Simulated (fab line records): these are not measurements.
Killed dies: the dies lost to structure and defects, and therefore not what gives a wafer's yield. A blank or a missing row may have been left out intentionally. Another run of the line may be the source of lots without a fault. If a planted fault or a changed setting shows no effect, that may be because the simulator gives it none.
One fault seen from 2 desks -- flow ritCmos -- each desk holds nothing but its own numbers, with what lay behind them at the end

== THE METROLOGY DESK ==
Lot by lot, what the gauges showed, no matter which tool ran the lot: averages of those sampled wafers that carry a number. Any lot whose mean is over 4 standard deviations away from the usual mean is out of limits and marked OUT; that distance is given in the brackets.
Columns: A = NWELL_OVL at RIT_NWELL_OVL_MEAS_06, usual -0.8 nm; B = NRETRO_TW at RIT_NRETRO_TW_MEAS_10, usual 1065; C = NSD_OVL at RIT_NSD_OVL_MEAS_06, usual 0.2 nm
lot,first seen here,A,B,C
L244,day 1 20:19,-1.1,1065,-0.2
L245,day 2 02:42,-0.8,1063,-0.2
L246,day 2 06:59,-2.7,1067,-0.7
L247,day 2 13:55,0.7,1064,-0.9
L252,day 3 12:53,-0.4,1059,0.7
L253,day 3 17:26,-0.9,1069,0.4
L254,day 4 04:01,-2.3,1071,-1.1
L255,day 4 05:03,-0.1,1067,1.9
L259,day 4 23:21,-1.1,1060,-0.4
L262,day 5 14:23,0.0,1065,0.1
L263,day 5 19:47,-0.8,1065,-0.6
L265,day 6 05:23,-2.3,1065,1.0
L266,day 6 11:28,-0.5,1065,0.6
L267,day 6 17:28,-1.4,1070,1.0
This desk's finding: nothing out of limits on any of the 14 lots.

== AT THE TOOL OWNER'S DESK: lithoTrack-04 ==
The tool's own readings at RIT_PWELL_DEVELOP_05 (develop time 68 s): means of the sampled wafers that have a number, for each lot that ran on this tool. Any lot whose mean is over 4 standard deviations away from the usual mean is out of limits and marked OUT; that distance is given in the brackets.
Columns: A = developerTempC at RIT_PWELL_DEVELOP_05, usual 22.98 C
lot,first seen here,A
L245,day 2 04:00,23.15
L253,day 3 18:00,23.02
L254,day 4 05:00,23.03
L262,day 5 15:00,24.08 (+9.1) OUT
L263,day 5 21:00,23.85 (+7.2) OUT
This desk's finding: out of limits on L262, L263; first on L262, day 5 15:00 (developerTempC at RIT_PWELL_DEVELOP_05). In limits: L245, L253, L254.

== ALL TOGETHER ==
An alarm could have come from the tool owner's desk at day 5 15:00, on L262, L263.
Nothing out of limits was seen by the metrology desk.
The metrology desk has L262, L263 on record, within its limits.
On lithoTrack-04, each named lot ran RIT_PWELL_DEVELOP_05.

== WHAT THE SIMULATOR HAD PUT IN ==
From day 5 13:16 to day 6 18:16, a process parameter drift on lithoTrack-04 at RIT_PWELL_DEVELOP_05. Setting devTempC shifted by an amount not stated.
Struck lots among those shown: L262, L263.
Time in hours from fault onset to the first out-of-limits reading at each desk: the tool owner's desk, 2.
